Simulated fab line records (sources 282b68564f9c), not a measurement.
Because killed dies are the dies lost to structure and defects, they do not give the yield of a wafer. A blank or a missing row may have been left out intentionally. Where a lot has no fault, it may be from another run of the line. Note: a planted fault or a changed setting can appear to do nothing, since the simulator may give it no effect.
fab line records -- flow rit_cmos
record lots=6, wafers=18, last_day=7
route steps=202 shown PWELL@49 WELLDRIVE@50 NWELL@51 NRETRO@53 M1@202
lots that met no fault: taken from a fault-free run of the same line
start_h: hours from the record's opening day to when the first of the lot's shown wafers began -- wait_h: hours since the lot's step before -- " as in the row above -- L1.1+2: a row that stands for several wafers -- - value missing, or start not given -- * or withheld: withheld -- < > ~ a bound
route shown NAME@n: NAME is a module with steps in the file, n the number in the route of the first one -- usual: mean and standard deviation over wafers with no fault -- same: alike in all rows -- chamber/n: place in a boat -- sites: readings site by site -- _std_site: standard deviation of those values -- _edge_site: the outer-site mean with the inner-site mean subtracted -- radius_mm: how far each site lies from the wafer's centre -- mask NAME#n: copy n -- behind: the tool/chamber that last shaped the wafer -- hold: why the lot was held/for how many hours/how that ended -- device: which transistor (n, p or np) failed to switch -- end of line: the route-end tests of the same wafers -- a step given without rows: its recipe and nothing more -- killed: dies lost to structure and defects at the first sort, not the wafer's yield -- map: per-die view of a wafer (x killed, . not killed, _ where there is no die)
set.NAME: the run value of the setting; set.NAME@STEP: its run value at that earlier step -- model.NAME: the simulator's own value behind a step, which no gauge read
lots at selected steps of the route; one table per step, one row per wafer
services: a tool's chamber out of use, with start hour (start_h, from the record's first day; less than 0 if before it), hours out, and reason
## steps
# step RIT_PWELL_TW_MEAS_10
# usual PWELL_TW=949/6.5
lot.wafer,tool,chamber,start_h,wait_h,PWELL_TW
L233.1,film_metro-04,-,30.75,0.1,951
L233.4,film_metro-04,-,30.75,0.1,955
L233.5,film_metro-04,-,30.75,0.1,952
L234.3,film_metro-01,-,36.25,0.1,945
L234.5,film_metro-01,-,36.25,0.1,941
L234.6,film_metro-01,-,36.25,0.1,946
L241.1,film_metro-03,-,69.99,0.1,945
L241.2,film_metro-03,-,69.99,0.1,945
L241.4,film_metro-03,-,69.99,0.1,948
L242.1,film_metro-04,-,82.01,0.1,952
L242.2,film_metro-04,-,82.01,0.1,950
L242.5,film_metro-04,-,82.01,0.1,951
L244.2,film_metro-04,-,88.32,0.1,962
L244.4,film_metro-04,-,88.32,0.1,962
L244.6,film_metro-04,-,88.32,0.1,955
L252.1,film_metro-04,-,123.64,0.1,949
L252.2,film_metro-04,-,123.64,0.1,953
L252.3,film_metro-04,-,123.64,0.1,953
# step RIT_WELLDRIVE_ANNEAL_00
# recipe temp_c=1100, time_s=14700, ambient=N2
# step RIT_WELLDRIVE_RS_MEAS_01
# recipe thk_meas_gauge=four-point-probe
# usual NWELL_RS=275.8/0.85
lot.wafer,tool,chamber,start_h,wait_h,NWELL_RS[ohm/sq]
L233.1,film_metro-04,-,37.73,0.0,276.7
L233.4,film_metro-04,-,37.73,0.0,276.1
L233.5,film_metro-04,-,37.73,0.0,275.2
L234.3,film_metro-04,-,44.79,0.0,275.5
L234.5,film_metro-04,-,44.79,0.0,275.7
L234.6,film_metro-04,-,44.79,0.0,275.3
L241.1,film_metro-04,-,79.27,0.0,277.2
L241.2,film_metro-04,-,79.27,0.0,276.6
L241.4,film_metro-04,-,79.27,0.0,275.4
L242.1,film_metro-04,-,87.18,0.0,274.9
L242.2,film_metro-04,-,87.18,0.0,274.9
L242.5,film_metro-04,-,87.18,0.0,274.7
L244.2,film_metro-04,-,94.73,0.0,274.9
L244.4,film_metro-04,-,94.73,0.0,275.1
L244.6,film_metro-04,-,94.73,0.0,275.1
L252.1,film_metro-04,-,129.83,0.0,275.5
L252.2,film_metro-04,-,129.83,0.0,275.6
L252.3,film_metro-04,-,129.83,0.0,276.4
# step RIT_WELLDRIVE_RS_MEAS_02
# recipe thk_meas_gauge=four-point-probe
# usual PWELL_RS=430.4/1.3
lot.wafer,tool,chamber,start_h,wait_h,PWELL_RS[ohm/sq]
L233.1,film_metro-04,-,37.85,0.1,429.9
L233.4,film_metro-04,-,37.85,0.1,428.6
L233.5,film_metro-04,-,37.85,0.1,428.5
L234.3,film_metro-04,-,44.91,0.1,428.4
L234.5,film_metro-04,-,44.91,0.1,428.4
L234.6,film_metro-04,-,44.91,0.1,428.6
L241.1,film_metro-04,-,79.39,0.1,430.9
L241.2,film_metro-04,-,79.39,0.1,431.8
L241.4,film_metro-04,-,79.39,0.1,431.2
L242.1,film_metro-04,-,87.30,0.1,429.0
L242.2,film_metro-04,-,87.30,0.1,428.5
L242.5,film_metro-04,-,87.30,0.1,429.8
L244.2,film_metro-04,-,94.85,0.1,429.9
L244.4,film_metro-04,-,94.85,0.1,428.8
L244.6,film_metro-04,-,94.85,0.1,428.0
L252.1,film_metro-04,-,129.95,0.1,430.8
L252.2,film_metro-04,-,129.95,0.1,431.1
L252.3,film_metro-04,-,129.95,0.1,430.0
# step RIT_NRETRO_HMDS_00
# recipe prime_time_s=60, prime_temp_c=140
# step RIT_NRETRO_COAT_01
# recipe resist=NOVOLAK, spin_rpm=2000, resist_thk_nm=1300
# step RIT_NRETRO_SOFTBAKE_02
# recipe resist=NOVOLAK, temp_c=90, time_s=60
# step RIT_NRETRO_EXPOSE_03
# recipe mask_id=M4, na=0.57, target_cd_nm=43900, dose_mj=250
# step RIT_NRETRO_PEB_04
# recipe resist=NOVOLAK, temp_c=withheld, time_s=withheld
# step RIT_NRETRO_DEVELOP_05
# recipe resist=NOVOLAK, develop_time_s=68, dev_temp_c=23
# step RIT_NRETRO_OVL_MEAS_06
# usual NRETRO_OVL=0.5/1.6
lot.wafer,tool,chamber,start_h,wait_h,NRETRO_OVL[nm]
L233.1,overlay-02,-,38.85,-,-0.1
L233.4,overlay-02,-,38.85,-,3.9
L233.5,overlay-02,-,38.85,-,1.5
L234.3,overlay-01,-,45.88,-,3.4
L234.5,overlay-01,-,45.88,-,2.7
L234.6,overlay-01,-,45.88,-,1.0
L241.1,overlay-01,-,80.39,-,3.3
L241.2,overlay-01,-,80.39,-,4.0
L241.4,overlay-01,-,80.39,-,2.0
L242.1,overlay-01,-,88.30,-,-1.7
L242.2,overlay-01,-,88.30,-,-2.6
L242.5,overlay-01,-,88.30,-,-0.7
L244.2,overlay-02,-,96.15,-,0.3
L244.4,overlay-02,-,96.15,-,1.7
L244.6,overlay-02,-,96.15,-,0.5
L252.1,overlay-01,-,131.03,-,-0.4
L252.2,overlay-01,-,131.03,-,-0.1
L252.3,overlay-01,-,131.03,-,2.6
# step RIT_NRETRO_HARDBAKE_07
# recipe resist=NOVOLAK, temp_c=140, time_s=120
# step RIT_NRETRO_IMPLANT_08
# recipe species=P, energy_kev=70, dose_cm2=1e+13, tilt_deg=7
# usual dose_ions_cm2=1.0004e+13/1.1e+10, end_station_pressure_torr=5.02e-06/2.8e-07, faraday_current_uA=31.7/0.6
lot.wafer,tool,chamber,start_h,wait_h,dose_ions_cm2,end_station_pressure_torr,faraday_current_uA
L233.1,implanter-04,0,39.14,0.2,1.0017e+13,4.89e-06,31.1
L233.4,implanter-04,0,39.14,0.2,9.996e+12,4.79e-06,32.0
L233.5,implanter-04,0,39.14,0.2,9.985e+12,5.08e-06,32.1
L234.3,implanter-03,0,46.20,0.2,9.999e+12,5.25e-06,31.2
L234.5,implanter-03,0,46.20,0.2,9.981e+12,5.48e-06,32.0
L234.6,implanter-03,0,46.20,0.2,1.0014e+13,5.25e-06,30.7
L241.1,implanter-03,0,80.68,0.2,6.19e+12,5.25e-06,19.8
L241.2,implanter-03,0,80.68,0.2,6.186e+12,5.14e-06,20.0
L241.4,implanter-03,0,80.68,0.2,6.19e+12,5.4e-06,19.3
L242.1,implanter-01,0,88.59,0.2,9.991e+12,5.02e-06,30.9
L242.2,implanter-01,0,88.59,0.2,1.001e+13,5.24e-06,31.5
L242.5,implanter-01,0,88.59,0.2,1.001e+13,5.23e-06,31.2
L244.2,implanter-03,0,96.59,0.2,6.176e+12,4.81e-06,19.6
L244.4,implanter-03,0,96.59,0.2,6.191e+12,5.2e-06,19.6
L244.6,implanter-03,0,96.59,0.2,6.189e+12,5.04e-06,20.3
L252.1,implanter-01,0,131.32,0.2,1.0009e+13,5.28e-06,31.3
L252.2,implanter-01,0,131.32,0.2,9.992e+12,4.85e-06,30.4
L252.3,implanter-01,0,131.32,0.2,1.0012e+13,4.76e-06,31.2
# step RIT_NRETRO_STRIP_09
# recipe chemistry=O2, time_s=180, resist=NOVOLAK, platen_temp_c=withheld, power_w=500, pressure_mtorr=4000, o2_flow_sccm=4000
# usual drypump_motor_current_A=5.82/0.24
lot.wafer,tool,chamber,start_h,wait_h,drypump_motor_current_A,rf_hours_counter_h
L233.1,plasma_asher-04,1,39.29,0.1,5.80,40
L233.4,plasma_asher-04,0,39.29,0.1,5.23,-
L233.5,plasma_asher-04,0,39.29,0.1,5.21,-
L234.3,plasma_asher-02,0,46.36,0.1,5.75,-
L234.5,plasma_asher-02,0,46.36,0.1,5.77,-
L234.6,plasma_asher-02,1,46.36,0.1,6.03,-
L241.1,plasma_asher-02,0,80.83,0.1,5.80,28
L241.2,plasma_asher-02,1,80.83,0.1,6.00,28
L241.4,plasma_asher-02,1,80.83,0.1,6.04,-
L242.1,plasma_asher-04,1,88.74,0.1,5.79,45
L242.2,plasma_asher-04,0,88.74,0.1,5.22,45
L242.5,plasma_asher-04,0,88.74,0.1,5.22,-
L244.2,plasma_asher-02,1,96.72,0.1,6.03,30
L244.4,plasma_asher-02,1,96.72,0.1,5.99,-
L244.6,plasma_asher-02,1,96.72,0.1,6.01,-
L252.1,plasma_asher-02,0,131.47,0.1,5.78,34
L252.2,plasma_asher-02,1,131.47,0.1,6.01,34
L252.3,plasma_asher-02,1,131.47,0.1,6.00,-
# step RIT_NRETRO_TW_MEAS_10
# usual NRETRO_TW=1049/5.6
lot.wafer,tool,chamber,start_h,wait_h,hold,NRETRO_TW
L233.1,film_metro-02,-,39.46,0.1,-,1052
L233.4,film_metro-02,-,39.46,0.1,-,1052
L233.5,film_metro-02,-,39.46,0.1,-,1048
L234.3,film_metro-03,-,46.50,0.1,-,1059
L234.5,film_metro-03,-,46.50,0.1,-,1057
L234.6,film_metro-03,-,46.50,0.1,-,1055
L241.1,film_metro-01,-,81.00,0.1,await_dispo/0.2h/release,895
L241.2,film_metro-01,-,81.00,0.1,await_dispo/0.2h/release,897
L241.4,film_metro-01,-,81.00,0.1,await_dispo/0.2h/release,895
L241.1,film_metro-01,-,81.23,0.2,-,895
L241.2,film_metro-01,-,81.23,0.2,-,898
L241.4,film_metro-01,-,81.23,0.2,-,899
L242.1,film_metro-03,-,88.92,0.1,-,1056
L242.2,film_metro-03,-,88.92,0.1,-,1051
L242.5,film_metro-03,-,88.92,0.1,-,1057
L244.2,film_metro-02,-,96.90,0.1,await_dispo/0.2h/release,905
L244.4,film_metro-02,-,96.90,0.1,await_dispo/0.2h/release,906
L244.6,film_metro-02,-,96.90,0.1,await_dispo/0.2h/release,906
L244.2,film_metro-02,-,97.13,0.2,-,906
L244.4,film_metro-02,-,97.13,0.2,-,904
L244.6,film_metro-02,-,97.13,0.2,-,908
L252.1,film_metro-01,-,131.64,0.1,-,1051
L252.2,film_metro-01,-,131.64,0.1,-,1044
L252.3,film_metro-01,-,131.64,0.1,-,1045
# step RIT_M1_PROBE_99
# usual killed_at_contacts=0.1/0.37, killed_at_front_end=6.9/2.9, killed_dies=7.1/2.9, killed_open=3.3/1.8, killed_short=3.6/2.2
# same gross_dies=264, killed_at_M0_to_M3=0, killed_at_M4_up=0, killed_at_back_side=0, killed_at_other=0
lot.wafer,tool,chamber,start_h,wait_h,killed_at_contacts,killed_at_front_end,killed_dies,killed_open,killed_short
L233.1,prober-02,-,71.69,0.1,0,4,4,3,1
L233.4,prober-02,-,71.84,0.2,0,7,7,4,3
L233.5,prober-02,-,71.89,0.2,0,6,6,4,2
L234.3,prober-01,-,77.61,0.2,0,8,8,4,4
L234.5,prober-01,-,77.71,0.2,0,6,6,4,1
L234.6,prober-01,-,77.76,0.2,1,7,8,5,3
L241.1,prober-02,-,114.31,0.1,0,11,11,3,8
L241.2,prober-02,-,114.36,0.1,0,12,12,5,7
L241.4,prober-02,-,114.46,0.2,0,8,8,7,1
L242.1,prober-01,-,118.04,0.1,0,4,4,3,1
L242.2,prober-01,-,118.09,0.1,0,7,7,3,4
L242.5,prober-01,-,118.24,0.2,0,3,3,0,3
L244.2,prober-01,-,132.67,0.1,0,5,5,3,2
L244.4,prober-01,-,132.77,0.2,0,2,2,1,1
L244.6,prober-01,-,132.87,0.2,0,6,6,1,5
L252.1,prober-01,-,160.18,0.1,0,9,9,2,7
L252.2,prober-01,-,160.23,0.1,0,9,9,3,6
L252.3,prober-01,-,160.28,0.2,0,3,3,2,1
# killed by level:class
L233.1 FOX1:geometric_particle:open=2 SPACER:geometric_particle:open=1 SILICIDE:geometric_particle:short=1
L233.4 FOX1:geometric_particle:open=2 GATE:geometric_particle:short=2 FOX2:geometric_particle:short=1 FOX2:geometric_particle:open=1 GATE:geometric_particle:open=1
L233.5 GATE:geometric_particle:open=3 GATE:geometric_particle:short=1 SILICIDE:geometric_particle:open=1 SILICIDE:geometric_particle:short=1
L234.3 GATE:geometric_particle:short=2 SPACER:geometric_particle:open=2 SPACER:geometric_particle:short=2 FOX2:geometric_particle:open=1 GATE:geometric_particle:open=1
L234.5 SILICIDE:geometric_particle:open=2 GATE:geometric_particle:open=1 REOX:geometric_particle:open=1 SILICIDE:geometric_particle:short=1 NSD:coat_microbubble_printed=1
L234.6 GATE:geometric_particle:open=2 FOX1:geometric_particle:short=1 SPACER:geometric_particle:open=1 SPACER:geometric_particle:short=1 SILICIDE:geometric_particle:open=1 SILICIDE:geometric_particle:short=1 CONTACT:geometric_particle:open=1
L241.1 GATE:geometric_particle:short=3 FOX1:geometric_particle:short=2 GATE:geometric_particle:open=2 SPACER:geometric_particle:short=2 FOX1:geometric_particle:open=1 SILICIDE:geometric_particle:short=1
L241.2 GATE:geometric_particle:short=4 GATE:geometric_particle:open=3 FOX1:geometric_particle:short=2 REOX:geometric_particle:open=1 SPACER:geometric_particle:open=1 SPACER:geometric_particle:short=1
L241.4 GATE:geometric_particle:open=2 REOX:geometric_particle:open=2 SPACER:geometric_particle:open=2 GATE:geometric_particle:short=1 SILICIDE:geometric_particle:open=1
L242.1 SPACER:geometric_particle:open=2 GATE:geometric_particle:short=1 SILICIDE:geometric_particle:open=1
L242.2 FOX2:geometric_particle:short=2 FOX2:geometric_particle:open=1 GATE:geometric_particle:open=1 REOX:geometric_particle:short=1 SPACER:geometric_particle:short=1 SPACER:geometric_particle:open=1
L242.5 FOX1:geometric_particle:short=1 GATE:geometric_particle:short=1 SILICIDE:geometric_particle:short=1
L244.2 GATE:geometric_particle:open=2 SPACER:geometric_particle:short=1 SPACER:geometric_particle:open=1 SILICIDE:geometric_particle:short=1
L244.4 GATE:geometric_particle:open=1 REOX:geometric_particle:short=1
L244.6 FOX2:geometric_particle:short=2 FOX1:geometric_particle:open=1 GATE:geometric_particle:short=1 REOX:geometric_particle:short=1 SILICIDE:geometric_particle:short=1
L252.1 FOX1:geometric_particle:short=2 SPACER:geometric_particle:short=2 GATE:geometric_particle:short=1 REOX:geometric_particle:open=1 REOX:geometric_particle:short=1 SPACER:geometric_particle:open=1 STARTING-WAFER:geometric_particle:short=1
L252.2 FOX2:geometric_particle:short=3 REOX:geometric_particle:short=2 GATE:geometric_particle:short=1 GATE:geometric_particle:open=1 REOX:geometric_particle:open=1 SILICIDE:geometric_particle:open=1
L252.3 FOX2:geometric_particle:open=1 GATE:geometric_particle:open=1 REOX:geometric_particle:short=1
## services
tool,chamber,start_h,hours,kind
implanter-01,-,27.14,1.3,repair
implanter-03,-,50.66,3.6,pm
plasma_asher-02,-,58.08,9.8,repair
plasma_asher-02,-,67.84,9.9,pm
implanter-03,-,77.11,3.3,repair
plasma_asher-04,-,94.35,2.1,repair
plasma_asher-04,-,100.74,0.8,repair
## key
first_sign step=RIT_NRETRO_IMPLANT_08, reading=dose_ions_cm2, direction=down, sigmas=99+, usual=1.0004e+13, struck=6.187e+12
effect step=RIT_NRETRO_IMPLANT_08, reading=faraday_current_uA, direction=down, sigmas=20, usual=31.7, struck=19.8
effect step=RIT_NRETRO_TW_MEAS_10, reading=visit, direction=added
effect step=RIT_NRETRO_TW_MEAS_10, reading=NRETRO_TW, direction=down, sigmas=27, usual=1049, struck=901
met_at RIT_NRETRO_IMPLANT_08
struck_wafers L241.1,L241.2,L241.4,L244.2,L244.4,L244.6
tester_left_out L241,L244
onset_between 46.20 80.68
fault kind=process_parameter_drift, tool=implanter-03, chamber=-, onset_h=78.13, steps=RIT_NRETRO_IMPLANT_08, channel=dose_cm2, offset=-3.8071e+12, shape=step, end_h=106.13, acts_in=these_recipes_only, stated=1e+13
# tester_left_out: of these lots the tester's yield and bins aren't shown, on N5 and GAA mostly nor the transistor test; their killed dies are dies lost to structure and defects alone, not to doping, threshold or leakage, so they don't give the yield
